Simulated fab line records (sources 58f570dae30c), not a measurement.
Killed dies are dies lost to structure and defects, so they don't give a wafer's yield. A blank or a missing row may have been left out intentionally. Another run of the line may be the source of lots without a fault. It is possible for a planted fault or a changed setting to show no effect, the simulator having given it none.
fab line records | flow berkeley-cmos170
record: lots: 6 wafers: 18 last-day: 13
route steps=331 shown BACKSIDE@202 SDANNEAL@204 PSD@206 NSD@207 PLDD@208 NLDD@209 SILICIDE@210 CONTACT@216 M1@238 M3@331
lots untouched by any fault: they come from a run of this same line in which no faults occurred
start-h: hours from the record's opening day to when the first of the lot's shown wafers began | wait-h: hours elapsed since this lot's preceding step | " repeats the value in the row above | L1.1+2: one row covering several wafers at once | - value missing, or start not given | * or withheld: withheld | < > ~ a bound
route shown NAME@n: NAME is a module with steps in the file, n the number in the route of the first one | usual: the fault-free wafers' mean and standard deviation | same: alike in all rows | chamber/n: place in a boat | sites: per-site readings | _std_site: standard deviation of those values | _edge_site: inner sites' mean taken away from outer sites' mean | radius-mm: for every site, how far away it sits from the centre of the wafer | mask NAME#n: copy n | behind: tool/chamber where the wafer was last shaped | hold: the reason the lot was held/the length of the hold in hours/how it ended | device: the n, p or np transistor that did not switch | end of line: the tests these same wafers got at the end of their route | a step given without rows: its recipe and nothing more | killed: count of dies lost to structure and defects at first sort (not the wafer's yield) | map: a wafer's dies, x killed, . not, _ none there
set.NAME: the setting that was run; set.NAME@STEP: the one run at that earlier step | model.NAME: the simulator's own value behind a step, which no gauge read
lots seen at some steps along the route; tables by step, rows by wafer
services: when a tool's chamber went out of use (start-h, in hours from the record's first day, below 0 if earlier), for how many hours, and the reason
== steps ==
step: UCB170_BACKSIDE_STRIP_03
recipe: chemistry: O2 power-w: 400 pressure-mtorr: 3500 platen-temp-c: withheld o2-flow-sccm: 400 overash-fraction: 0.5
usual: drypump-motor-current-A: 5.51/0.27 o2-flow-sccm: 399.9/1.4 oes-product-au: 0.735/0.0046 strip-time-to-endpoint-s: 21.97/0.067
columns lot.wafer tool chamber start-h wait-h drypump-motor-current-A o2-flow-sccm oes-product-au rf-hours-counter-h strip-time-to-endpoint-s
L556.2 plasma-asher-04 1 174.99 0.1 5.72 398.8 0.734 38 21.92
L556.3 " 0 " " 5.42 398.8 0.728 - 21.94
L556.4 " 1 " " 5.71 400.0 0.740 - 21.91
L558.2 plasma-asher-01 0 184.74 0.1 4.96 400.9 0.735 6 21.90
L558.3 " 1 " " 5.82 398.1 0.736 - 21.86
L558.4 " 0 " " 4.97 399.4 0.736 - 21.91
L567.1 plasma-asher-01 1 225.65 0.1 5.83 400.1 0.735 10 21.97
L567.3 " 1 " " 5.82 400.5 0.736 - 21.99
L567.6 " 0 " " 4.97 400.1 0.738 - 21.98
L568.1 plasma-asher-04 1 236.65 0.1 5.69 398.6 0.733 45 21.92
L568.4 " 1 " " 5.74 396.3 0.745 - 22.04
L568.6 " 1 " " 5.71 397.9 0.731 - 21.93
L570.1 plasma-asher-03 0 251.44 0.1 5.72 400.5 0.732 54 21.89
L570.5 " 0 " " 5.71 401.0 0.737 - 21.88
L570.6 " 1 " " 5.33 401.3 0.737 - 21.95
L577.2 plasma-asher-03 0 295.99 0.1 5.75 400.5 0.740 59 21.97
L577.4 " 1 " " 5.34 400.6 0.739 - 22.01
L577.6 " 1 " " 5.35 400.6 0.734 - 21.93
step: UCB170_BACKSIDE_CLEAN_04
recipe: chemistry: SPM temp-c: 120 time-s: 600
step: UCB170_SDANNEAL_RTA_00
recipe: temp-c: 900 time-s: 10 ambient: N2
step: UCB170_SDANNEAL_RTA_01
recipe: temp-c: 1050 time-s: 5 ambient: N2
step: UCB170_SDANNEAL_RS_MEAS_02
recipe: thk-meas-gauge: four-point-probe
usual: PSD_RS: 75.56/0.24
columns lot.wafer tool chamber start-h wait-h PSD_RS[ohm/sq]
L556.2 film-metro-03 - 175.54 0.1 75.83
L556.3 " - " " 75.79
L556.4 " - " " 75.75
L558.2 film-metro-03 - 185.28 0.1 75.64
L558.3 " - " " 75.88
L558.4 " - " " 76.12
L567.1 film-metro-04 - 226.12 0.0 75.66
L567.3 " - " " 75.80
L567.6 " - " " 75.58
L568.1 film-metro-03 - 237.34 0.0 75.21
L568.4 " - " " 75.46
L568.6 " - " " 75.35
L570.1 film-metro-02 - 251.97 0.1 75.86
L570.5 " - " " 75.85
L570.6 " - " " 76.07
L577.2 film-metro-03 - 296.41 0.1 75.74
L577.4 " - " " 75.35
L577.6 " - " " 75.48
step: UCB170_SDANNEAL_RS_MEAS_03
recipe: thk-meas-gauge: four-point-probe
usual: NSD_RS: 37.26/0.097
columns lot.wafer tool chamber start-h wait-h NSD_RS[ohm/sq]
L556.2 film-metro-03 - 175.66 0.1 37.29
L556.3 " - " " 37.26
L556.4 " - " " 37.35
L558.2 film-metro-03 - 185.40 0.1 37.33
L558.3 " - " " 37.36
L558.4 " - " " 37.43
L567.1 film-metro-04 - 226.24 0.1 37.41
L567.3 " - " " 37.44
L567.6 " - " " 37.52
L568.1 film-metro-03 - 237.46 0.1 37.25
L568.4 " - " " 37.28
L568.6 " - " " 37.26
L570.1 film-metro-02 - 252.09 0.1 37.17
L570.5 " - " " 37.17
L570.6 " - " " 37.27
L577.2 film-metro-03 - 296.53 0.1 37.12
L577.4 " - " " 37.19
L577.6 " - " " 37.26
step: UCB170_SDANNEAL_RS_MEAS_04
recipe: thk-meas-gauge: four-point-probe
usual: PLDD_RS: 1031.6/2.7
columns lot.wafer tool chamber start-h wait-h PLDD_RS[ohm/sq]
L556.2 film-metro-03 - 175.78 0.1 1029.0
L556.3 " - " " 1025.3
L556.4 " - " " 1030.5
L558.2 film-metro-03 - 185.52 0.1 1031.0
L558.3 " - " " 1035.5
L558.4 " - " " 1034.8
L567.1 film-metro-04 - 226.36 0.1 1033.5
L567.3 " - " " 1032.3
L567.6 " - " " 1029.8
L568.1 film-metro-03 - 237.58 0.1 1033.6
L568.4 " - " " 1032.4
L568.6 " - " " 1030.4
L570.1 film-metro-02 - 252.21 0.1 1034.2
L570.5 " - " " 1030.2
L570.6 " - " " 1034.5
L577.2 film-metro-03 - 296.65 0.1 1033.6
L577.4 " - " " 1034.5
L577.6 " - " " 1030.7
step: UCB170_SDANNEAL_RS_MEAS_05
recipe: thk-meas-gauge: four-point-probe
usual: NLDD_RS: 616.1/1.6
columns lot.wafer tool chamber start-h wait-h NLDD_RS[ohm/sq]
L556.2 film-metro-03 - 175.90 0.1 618.7
L556.3 " - " " 618.0
L556.4 " - " " 618.1
L558.2 film-metro-03 - 185.64 0.1 615.4
L558.3 " - " " 615.1
L558.4 " - " " 615.4
L567.1 film-metro-04 - 226.48 0.1 614.9
L567.3 " - " " 616.1
L567.6 " - " " 615.3
L568.1 film-metro-03 - 237.70 0.1 615.2
L568.4 " - " " 616.2
L568.6 " - " " 615.7
L570.1 film-metro-02 - 252.33 0.1 617.3
L570.5 " - " " 616.4
L570.6 " - " " 617.0
L577.2 film-metro-03 - 296.77 0.1 616.0
L577.4 " - " " 617.1
L577.6 " - " " 617.6
step: UCB170_SILICIDE_PRE_CLEAN_00
recipe: gas: Ar preclean-etch-time-s: 60
step: UCB170_SILICIDE_SPUTTER_01
recipe: material: Ti target-thk-nm: 30 time-s: 25 power-w: 1500 chamber-pressure-pa: 0.5
usual: throttle-valve-pct: 29.5/1.2
columns lot.wafer tool chamber start-h wait-h throttle-valve-pct
L556.2 pvd-sputter-04 - 176.07 0.0 31.3
L556.3 " - " " 28.2
L556.4 " - " " 30.1
L558.2 pvd-sputter-03 - 185.80 0.0 29.0
L558.3 " - " " 28.7
L558.4 " - " " 29.5
L567.1 pvd-sputter-04 - 226.66 0.0 28.0
L567.3 " - " " 30.6
L567.6 " - " " 31.6
L568.1 pvd-sputter-04 - 237.89 0.0 30.1
L568.4 " - " " 30.0
L568.6 " - " " 30.5
L570.1 pvd-sputter-04 - 252.51 0.0 31.4
L570.5 " - " " 28.0
L570.6 " - " " 30.2
L577.2 pvd-sputter-04 - 296.94 0.0 31.4
L577.4 " - " " 30.4
L577.6 " - " " 30.5
step: UCB170_SILICIDE_RS_MEAS_02
recipe: thk-meas-gauge: four-point-probe reads: Ti_of_SILICIDE_SPUTTER_01
usual: SILICIDE_TI_RS: 26.1/0.4
columns lot.wafer tool chamber start-h wait-h SILICIDE_TI_RS[ohm/sq]
L556.2 film-metro-04 - 176.13 0.0 25.6
L556.3 " - " " 25.8
L556.4 " - " " 25.9
L558.2 film-metro-02 - 185.86 0.0 26.6
L558.3 " - " " 26.6
L558.4 " - " " 26.0
L567.1 film-metro-04 - 226.69 0.0 25.2
L567.3 " - " " 25.7
L567.6 " - " " 25.2
L568.1 film-metro-02 - 237.92 0.0 25.9
L568.4 " - " " 25.7
L568.6 " - " " 25.7
L570.1 film-metro-04 - 252.54 0.0 25.9
L570.5 " - " " 26.2
L570.6 " - " " 26.2
L577.2 film-metro-01 - 296.99 0.0 25.6
L577.4 " - " " 26.1
L577.6 " - " " 26.1
step: UCB170_SILICIDE_THK_MEAS_03
recipe: thk-meas-gauge: xrf reads: Ti_of_SILICIDE_SPUTTER_01
usual: SILICIDE_TI_THK: 30.0/0.44
columns lot.wafer tool chamber start-h wait-h SILICIDE_TI_THK[nm]
L556.2 film-metro-04 - 176.24 0.1 30.5
L556.3 " - " " 30.5
L556.4 " - " " 30.3
L558.2 film-metro-02 - 185.97 0.1 29.5
L558.3 " - " " 29.4
L558.4 " - " " 29.9
L567.1 film-metro-04 - 226.81 0.1 30.8
L567.3 " - " " 30.2
L567.6 " - " " 30.8
L568.1 film-metro-02 - 238.04 0.1 30.1
L568.4 " - " " 30.5
L568.6 " - " " 30.3
L570.1 film-metro-04 - 252.66 0.1 29.9
L570.5 " - " " 29.8
L570.6 " - " " 29.8
L577.2 film-metro-01 - 297.10 0.1 30.9
L577.4 " - " " 30.1
L577.6 " - " " 30.3
step: UCB170_SILICIDE_RTA_04
recipe: temp-c: 650 time-s: 15 ambient: N2
usual: lamp-power-pct: 10.0/1.1 wafer_temp_C_max: 652.3/0.45
columns lot.wafer tool chamber start-h wait-h lamp-power-pct wafer_temp_C_max
L556.2 rtp-anneal-01 0 176.30 0.1 11.4 652.6
L556.3 " 0 " " 11.4 651.8
L556.4 " 0 " " 11.4 651.8
L558.2 rtp-anneal-02 0 186.03 0.1 9.0 652.3
L558.3 " 0 " " 9.1 653.2
L558.4 " 0 " " 9.0 652.6
L567.1 rtp-anneal-01 0 226.87 0.1 11.4 651.7
L567.3 " 0 " " 11.4 652.5
L567.6 " 0 " " 11.4 652.3
L568.1 rtp-anneal-01 0 238.10 0.1 11.4 652.3
L568.4 " 0 " " 11.4 652.5
L568.6 " 0 " " 11.4 652.5
L570.1 rtp-anneal-02 0 252.72 0.1 9.1 651.9
L570.5 " 0 " " 9.1 652.5
L570.6 " 0 " " 9.1 652.1
L577.2 rtp-anneal-02 0 297.16 0.1 9.0 653.6
L577.4 " 0 " " 9.1 652.1
L577.6 " 0 " " 9.1 652.1
step: UCB170_SILICIDE_WET_ETCH_05
recipe: chemistry: SPM time-s: 45 temp-c: 120 target: Ti
step: UCB170_CONTACT_CLEAN_00
recipe: chemistry: SPM temp-c: 120 time-s: 600
step: UCB170_CONTACT_CVD_01
recipe: material: PSG target-thk-nm: 700 temp-c: 450 precursor: SiH4/O2/PH3 time-s: 2820 pressure-mtorr: 300 sih4-flow-sccm: 60 o2-flow-sccm: 90 ph3-flow-sccm: 25
step: UCB170_CONTACT_THK_MEAS_02
recipe: reads: PSG_of_CONTACT_CVD_01
usual: CONTACT_PSG_THK: 701/5.8
columns lot.wafer tool chamber start-h wait-h CONTACT_PSG_THK[nm]
L556.2 film-metro-03 - 178.41 0.0 699
L556.3 " - " " 694
L556.4 " - " " 694
L558.2 film-metro-02 - 190.40 0.0 698
L558.3 " - " " 696
L558.4 " - " " 695
L567.1 film-metro-02 - 228.95 0.0 709
L567.3 " - " " 706
L567.6 " - " " 706
L568.1 film-metro-01 - 240.92 0.0 713
L568.4 " - " " 713
L568.6 " - " " 712
L570.1 film-metro-02 - 254.78 0.0 692
L570.5 " - " " 690
L570.6 " - " " 695
L577.2 film-metro-02 - 300.10 0.0 696
L577.4 " - " " 697
L577.6 " - " " 691
step: UCB170_CONTACT_HMDS_03
recipe: prime-time-s: 60 prime-temp-c: 100
step: UCB170_CONTACT_COAT_04
recipe: resist: KrF spin-rpm: 1500 resist-thk-nm: 900
step: UCB170_CONTACT_SOFTBAKE_05
recipe: resist: KrF temp-c: 130 time-s: 60
step: UCB170_CONTACT_STRIP_06
recipe: chemistry: O2 power-w: 400 pressure-mtorr: 3500 platen-temp-c: withheld o2-flow-sccm: 400 overash-fraction: 0.5
usual: drypump-motor-current-A: 5.5/0.32 o2-flow-sccm: 399.9/1.2 oes-product-au: 0.735/0.0041 strip-time-to-endpoint-s: 21.97/0.065
columns lot.wafer tool chamber start-h wait-h drypump-motor-current-A o2-flow-sccm oes-product-au rf-hours-counter-h strip-time-to-endpoint-s
L556.2 plasma-asher-02 1 178.91 0.1 5.3 400.1 0.735 47 21.88
L556.3 " 1 " " 5.3 401.1 0.732 - 21.93
L556.4 " 0 " " 5.9 399.8 0.727 - 21.93
L558.2 plasma-asher-02 0 190.90 0.1 5.9 401.4 0.733 48 21.94
L558.3 " 0 " " 5.9 398.4 0.741 - 21.91
L558.4 " 1 " " 5.3 402.2 0.735 - 21.92
L567.1 plasma-asher-02 1 229.46 0.1 5.3 400.8 0.730 52 22.03
L567.3 " 0 " " 5.9 400.8 0.738 - 22.12
L567.6 " 1 " " 5.3 398.9 0.738 - 22.04
L568.1 plasma-asher-02 1 241.46 0.1 5.3 399.6 0.737 54 21.99
L568.4 " 1 " " 5.3 399.3 0.733 - 21.92
L568.6 " 0 " " 5.9 398.8 0.742 - 21.95
L570.1 plasma-asher-02 0 255.80 0.1 5.9 397.5 0.732 55 21.91
L570.5 " 0 " " 5.9 398.9 0.742 - 21.88
L570.6 " 1 " " 5.3 401.7 0.739 - 21.88
L577.2 plasma-asher-02 0 300.65 0.1 5.9 398.7 0.734 60 21.99
L577.4 " 0 " " 5.8 399.3 0.729 - 21.92
L577.6 " 1 " " 5.3 399.7 0.727 - 21.96
step: UCB170_CONTACT_CLEAN_07
recipe: chemistry: SPM temp-c: 120 time-s: 600
step: UCB170_CONTACT_RTA_08
recipe: temp-c: 900 time-s: 10 ambient: N2
usual: lamp-power-pct: 23.9/2.7 wafer_temp_C_max: 903.1/0.69
columns lot.wafer tool chamber start-h wait-h lamp-power-pct wafer_temp_C_max
L556.2 rtp-anneal-02 0 179.21 0.0 21.1 905.3
L556.3 " 0 " " 21.1 903.3
L556.4 " 0 " " 21.2 903.8
L558.2 rtp-anneal-02 0 191.18 0.0 21.1 903.1
L558.3 " 0 " " 21.1 903.5
L558.4 " 0 " " 21.1 902.5
L567.1 rtp-anneal-02 0 229.75 0.0 21.1 903.3
L567.3 " 0 " " 21.1 902.5
L567.6 " 0 " " 21.2 903.2
L568.1 rtp-anneal-01 0 241.75 0.0 26.6 902.9
L568.4 " 0 " " 26.6 902.1
L568.6 " 0 " " 26.6 902.3
L570.1 rtp-anneal-01 0 256.08 0.0 26.6 904.3
L570.5 " 0 " " 26.6 903.9
L570.6 " 0 " " 26.6 903.1
L577.2 rtp-anneal-01 0 300.94 0.0 26.6 903.3
L577.4 " 0 " " 26.6 903.3
L577.6 " 0 " " 26.6 904.4
step: UCB170_CONTACT_COAT_09
recipe: resist: BARC temp-c: withheld time-s: withheld spin-rpm: 3000 resist-thk-nm: withheld
step: UCB170_CONTACT_COAT_10
recipe: resist: KrF spin-rpm: 1500 resist-thk-nm: 900
step: UCB170_CONTACT_SOFTBAKE_11
recipe: resist: KrF temp-c: 130 time-s: 60
step: UCB170_CONTACT_EXPOSE_12
recipe: mask-id: CONT target-cd-nm: 700 na: 0.5 sigma-outer: 0.6 source-shape: conventional dose-mj: 35
step: UCB170_CONTACT_PEB_13
recipe: peb-temp-c: 130 peb-time-s: withheld resist: KrF
step: UCB170_CONTACT_DEVELOP_14
recipe: developer: TMAH develop-time-s: 45 resist: KrF dev-temp-c: 21
step: UCB170_CONTACT_CD_MEAS_15
recipe: target-cd-nm: 700
usual: cd-nm: 700.6/1.3
columns lot.wafer tool chamber start-h wait-h cd-nm
L556.2 cd-sem-02 - 180.80 - 701.2
L556.3 " - " " 700.1
L556.4 " - " " 701.5
L558.2 cd-sem-01 - 192.23 - 700.0
L558.3 " - " " 701.0
L558.4 " - " " 700.0
L567.1 cd-sem-02 - 230.78 - 702.6
L567.3 " - " " 700.9
L567.6 " - " " 699.7
L568.1 cd-sem-01 - 243.06 - 698.6
L568.4 " - " " 698.8
L568.6 " - " " 697.8
L570.1 cd-sem-02 - 257.18 - 700.9
L570.5 " - " " 701.3
L570.6 " - " " 701.2
L577.2 cd-sem-01 - 302.18 - 700.6
L577.4 " - " " 701.0
L577.6 " - " " 701.4
step: UCB170_CONTACT_OVL_MEAS_16
usual: CONTACT_OVL: 4/5.1
columns lot.wafer tool chamber start-h wait-h CONTACT_OVL[nm]
L556.2 overlay-02 - 180.91 0.1 15
L556.3 " - " " 15
L556.4 " - " " 11
L558.2 overlay-01 - 192.33 0.1 5
L558.3 " - " " 8
L558.4 " - " " -3
L567.1 overlay-02 - 230.90 0.1 7
L567.3 " - " " 3
L567.6 " - " " 2
L568.1 overlay-02 - 243.18 0.1 9
L568.4 " - " " 11
L568.6 " - " " 6
L570.1 overlay-01 - 257.30 0.1 3
L570.5 " - " " 6
L570.6 " - " " 4
L577.2 overlay-01 - 302.29 0.1 0
L577.4 " - " " -3
L577.6 " - " " 1
step: UCB170_CONTACT_ETCH_17
recipe: chemistry: N2/H2 target-depth-a: withheld overetch-a: withheld target: BARC time-s: withheld source-w: 500 bias-w: 100 pressure-mtorr: 30 n2-flow-sccm: 100 h2-flow-sccm: 200
usual: drypump-motor-current-A: 5.7/0.48 h2-flow-sccm: 200.0/0.62 oes-product-au: 1.004/0.023 throttle-valve-pct: 13.22/0.19
columns lot.wafer tool chamber start-h wait-h drypump-motor-current-A h2-flow-sccm oes-product-au throttle-valve-pct
L556.2 rie-diel-02 0 180.94 0.0 5.2 199.7 1.021 13.00
L556.3 " 2 " " 5.8 200.5 0.984 13.47
L556.4 " 1 " " 5.6 199.8 1.046 13.19
L558.2 rie-diel-01 0 192.36 0.0 5.2 200.4 0.976 13.42
L558.3 " 3 " " 6.1 198.5 0.989 13.23
L558.4 " 2 " " 6.3 200.5 0.982 13.41
L567.1 rie-diel-01 0 230.94 0.0 5.2 199.8 0.984 13.43
L567.3 " 1 " " 4.8 200.1 0.995 13.14
L567.6 " 0 " " 5.2 200.8 0.982 13.45
L568.1 rie-diel-02 3 243.22 0.0 6.3 199.4 0.979 13.04
L568.4 " 0 " " 5.3 200.1 1.020 12.99
L568.6 " 2 " " 5.8 199.9 0.988 13.50
L570.1 rie-diel-02 0 257.33 0.0 5.3 199.2 1.005 12.99
L570.5 " 0 " " 5.2 200.8 1.020 13.00
L570.6 " 3 " " 6.3 199.5 0.974 13.05
L577.2 rie-diel-01 2 302.32 0.0 6.3 200.0 0.989 13.41
L577.4 " 3 " " 6.1 200.3 1.020 13.26
L577.6 " 1 " " 4.8 199.9 1.003 13.15
step: UCB170_CONTACT_ETCH_18
recipe: chemistry: CHF3/CF4/Ar target: PSG stop-on: TiSi2 CHF3_flow_sccm: 45 cf4-flow-sccm: 15 Ar_flow_sccm: 150 pressure-mtorr: 200 rf-w: 700 target-depth-a: 8400 over-etch-frac: 0.2 time-s: 195
step: UCB170_CONTACT_STRIP_19
recipe: chemistry: O2 power-w: 400 pressure-mtorr: 3500 platen-temp-c: withheld o2-flow-sccm: 400 overash-fraction: 0.5
step: UCB170_CONTACT_CD_MEAS_90
recipe: target-cd-nm: 700
usual: cd-nm: 700.6/1.3
columns lot.wafer tool chamber start-h wait-h cd-nm
L556.2 cd-sem-02 - 181.29 0.1 700.6
L556.3 " - " " 699.9
L556.4 " - " " 701.3
L558.2 cd-sem-01 - 192.65 0.1 700.0
L558.3 " - " " 701.1
L558.4 " - " " 701.3
L567.1 cd-sem-02 - 231.20 0.1 703.2
L567.3 " - " " 700.4
L567.6 " - " " 700.4
L568.1 cd-sem-02 - 243.48 0.1 697.5
L568.4 " - " " 698.1
L568.6 " - " " 697.7
L570.1 cd-sem-02 - 257.60 0.1 701.1
L570.5 " - " " 700.3
L570.6 " - " " 700.6
L577.2 cd-sem-01 - 302.60 0.1 701.2
L577.4 " - " " 702.5
L577.6 " - " " 701.3
step: UCB170_CONTACT_CLEAN_20
recipe: chemistry: SPM temp-c: 120 time-s: 600
step: UCB170_M1_SPUTTER_00
recipe: material: Al target-thk-nm: 600 time-s: 80 power-w: 6000 chamber-pressure-pa: 0.5
step: UCB170_M1_RS_MEAS_01
recipe: thk-meas-gauge: four-point-probe reads: Al_of_M1_SPUTTER_00
usual: M1_AL_RS: 0.0484/0.00049
columns lot.wafer tool chamber start-h wait-h M1_AL_RS[ohm/sq]
L556.2 film-metro-03 - 181.64 0.1 0.0493
L556.3 " - " " 0.0492
L556.4 " - " " 0.0485
L558.2 film-metro-04 - 193.01 0.1 0.0467
L558.3 " - " " 0.0474
L558.4 " - " " 0.0475
L567.1 film-metro-03 - 231.58 0.0 0.0483
L567.3 " - " " 0.0480
L567.6 " - " " 0.0479
L568.1 film-metro-03 - 243.84 0.0 0.0479
L568.4 " - " " 0.0483
L568.6 " - " " 0.0481
L570.1 film-metro-03 - 257.96 0.0 0.0480
L570.5 " - " " 0.0481
L570.6 " - " " 0.0480
L577.2 film-metro-04 - 302.96 0.1 0.0481
L577.4 " - " " 0.0481
L577.6 " - " " 0.0483
step: UCB170_M1_THK_MEAS_02
recipe: thk-meas-gauge: xrf reads: Al_of_M1_SPUTTER_00
usual: M1_AL_THK: 602/7.9
columns lot.wafer tool chamber start-h wait-h M1_AL_THK[nm]
L556.2 film-metro-03 - 181.75 0.1 593
L556.3 " - " " 593
L556.4 " - " " 602
L558.2 film-metro-04 - 193.12 0.1 626
L558.3 " - " " 617
L558.4 " - " " 612
L567.1 film-metro-03 - 231.70 0.1 611
L567.3 " - " " 613
L567.6 " - " " 610
L568.1 film-metro-03 - 243.96 0.1 610
L568.4 " - " " 611
L568.6 " - " " 613
L570.1 film-metro-03 - 258.08 0.1 610
L570.5 " - " " 608
L570.6 " - " " 611
L577.2 film-metro-04 - 303.07 0.1 603
L577.4 " - " " 599
L577.6 " - " " 600
step: UCB170_M1_COAT_03
recipe: resist: BARC temp-c: withheld time-s: withheld spin-rpm: 3000 resist-thk-nm: withheld
step: UCB170_M1_COAT_04
recipe: resist: KrF spin-rpm: 1500 resist-thk-nm: 900
step: UCB170_M1_SOFTBAKE_05
recipe: resist: KrF temp-c: 130 time-s: 60
step: UCB170_M3_PROBE_99
columns lot.wafer tool chamber start-h wait-h model.etest.npoly-line.width-nm model.etest.ppoly-line.width-nm model.etest.ppoly-line.line-ohm-um model.etest.npoly-line.line-ohm-um model.etest.nmos_0p35.gate-log10-a-cm2 model.etest.pmos_0p35.gate-log10-a-cm2 model.etest.antenna-contact.gate-log10-a-cm2 model.etest.antenna-m1.gate-log10-a-cm2
L556.2 prober-02 - 196.82 0.1 318.9 320.9 14.71 14.48 -8.693 -8.427 -8.147 -8.157
L556.3 prober-02 - 196.87 0.2 320.4 319.5 14.95 14.41 -8.754 -8.694 -8.47 -8.512
L556.4 prober-02 - 196.92 0.2 323.4 320.6 14.98 14.74 -8.501 -8.304 -8.095 -8.137
L558.2 prober-02 - 210.69 0.1 320.5 320.4 15.24 14.88 -7.949 -8.016 -7.938 -7.862
L558.3 prober-02 - 210.74 0.2 320.5 320.4 15.19 14.76 -8.219 -8.143 -7.827 -8.1
L558.4 prober-02 - 210.79 0.2 322.9 319.8 15.26 14.9 -8.472 -8.398 -8.312 -8.089
L567.1 prober-02 - 247.80 0.1 312.1 313.4 11.06 10.99 -6.394 -6.394 -6.55 -6.25
L567.3 prober-02 - 247.90 0.2 312.9 315 11.25 11.13 -6.545 -6.541 -6.492 -6.509
L567.6 prober-02 - 248.05 0.2 315.8 313.1 11.16 11.06 -6.465 -6.465 -6.554 -6.502
L568.1 prober-02 - 258.53 0.1 315.2 313.4 11.54 11.46 -6.537 -6.529 -6.62 -6.374
L568.4 prober-02 - 258.68 0.2 315 313.3 11.47 11.21 -6.635 -6.63 -6.437 -6.851
L568.6 prober-02 - 258.78 0.2 312.2 311.4 11.51 11.26 -6.542 -6.527 -6.663 -6.539
L570.1 prober-02 - 277.18 0.1 320.5 317.9 14.98 14.66 -7.855 -8.057 -7.686 -7.842
L570.5 prober-02 - 277.38 0.2 322.4 321.4 14.98 14.82 -7.849 -7.93 -7.604 -7.886
L570.6 prober-02 - 277.43 0.2 322.4 322.8 14.95 14.71 -8.173 -8.028 -7.749 -7.73
L577.2 prober-02 - 319.88 0.1 322.2 324.6 14.58 14.29 -7.835 -7.841 -7.577 -7.552
L577.4 prober-02 - 319.98 0.2 322.8 321.1 14.89 14.72 -7.888 -7.701 -7.558 -7.331
L577.6 prober-02 - 320.08 0.2 321.4 321.2 15.13 14.56 -7.728 -7.532 -7.066 -7.357
killed by level:class
L556.2 SACOX:geometric-particle:short=1 GATE:geometric-particle:open=1 SPACER:geometric-particle:short=1 V1:geometric-particle:short=1 V2:geometric-particle:short=1 M3:geometric-particle:open=1
L556.3 FIELD:geometric-particle:open=1
L556.4 GATE:geometric-particle:short=2 M3:geometric-particle:short=1
L558.2 V2:geometric-particle:short=2 GATE:geometric-particle:open=1
L558.3 GATE:geometric-particle:open=1 ACTIVE:area-etch=1
L558.4 START:geometric-particle:short=1 FIELD:geometric-particle:short=1 GATE:geometric-particle:short=1 V1:geometric-particle:open=1
L568.1 M3:geometric-particle:short=2 SILICIDE:geometric-particle:open=1
L568.4 FIELD:geometric-particle:short=1 SPACER:geometric-particle:short=1 M1:geometric-particle:short=1
L568.6 SILICIDE:geometric-particle:short=1
L570.1 SILICIDE:geometric-particle:open=1 FIELD:geometric-particle:short=1 SPACER:geometric-particle:open=1 CONTACT:geometric-particle:short=1
L570.6 FIELD:geometric-particle:short=1 SPACER:geometric-particle:open=1 SILICIDE:geometric-particle:short=1
L577.2 V2:geometric-particle:short=1 M3:geometric-particle:short=1
L577.4 START:geometric-particle:open=1 WELLDRIVE:geometric-particle:open=1
L577.6 SCREENOX:geometric-particle:short=1 SPACER:geometric-particle:open=1 SILICIDE:geometric-particle:short=1
== services ==
columns tool chamber start-h hours kind
pvd-sputter-04 - 190.71 1.8 repair
pvd-sputter-04 - 203.16 1.7 repair
pvd-sputter-04 - 209.02 7.3 repair
rie-diel-01 3 209.23 - clean
rie-diel-01 3 209.23 32.9 scheduled-down
rie-diel-01 3 209.23 32.9 vent-cycle
rie-diel-01 - 218.41 0.4 repair
rie-diel-02 0 241.19 1.7 repair
rie-diel-01 0 254.22 - clean
rie-diel-01 0 254.22 31.4 scheduled-down
rie-diel-01 0 254.22 31.4 vent-cycle
plasma-asher-04 - 277.98 1.4 repair
rie-diel-01 2 288.55 6.4 repair
rie-diel-02 1 294.42 7.1 repair
rie-diel-02 2 296.20 2.3 repair
== key ==
first-sign none at tools or gauges
model-effect: step: UCB170_M3_PROBE_99 value: etest.npoly-line.width-nm without: 319.7 struck: 313.9
met-at UCB170_SILICIDE_RTA_04
struck-wafers L567.1,L567.3,L567.6,L568.1,L568.4,L568.6
sort-left-out L567.1,L567.3,L567.6
tester-left-out L567,L568
onset-between 176.30 226.87
fault: kind: process-parameter-drift tool: rtp-anneal-01 chamber: - onset-h: 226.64 steps: UCB170_SILICIDE_RTA_04 channel: time-s offset: * shape: step end-h: 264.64 acts-in: * stated: *
tester-left-out: of these lots the tester's yield and bins aren't shown, on N5 and GAA mostly nor the transistor test; their killed dies are dies lost to structure and defects alone, not to doping, threshold or leakage, so they don't give the yield
sort-left-out: the simulated sort isn't trusted on such a fault, so these wafers' sort isn't shown, and their yield isn't known
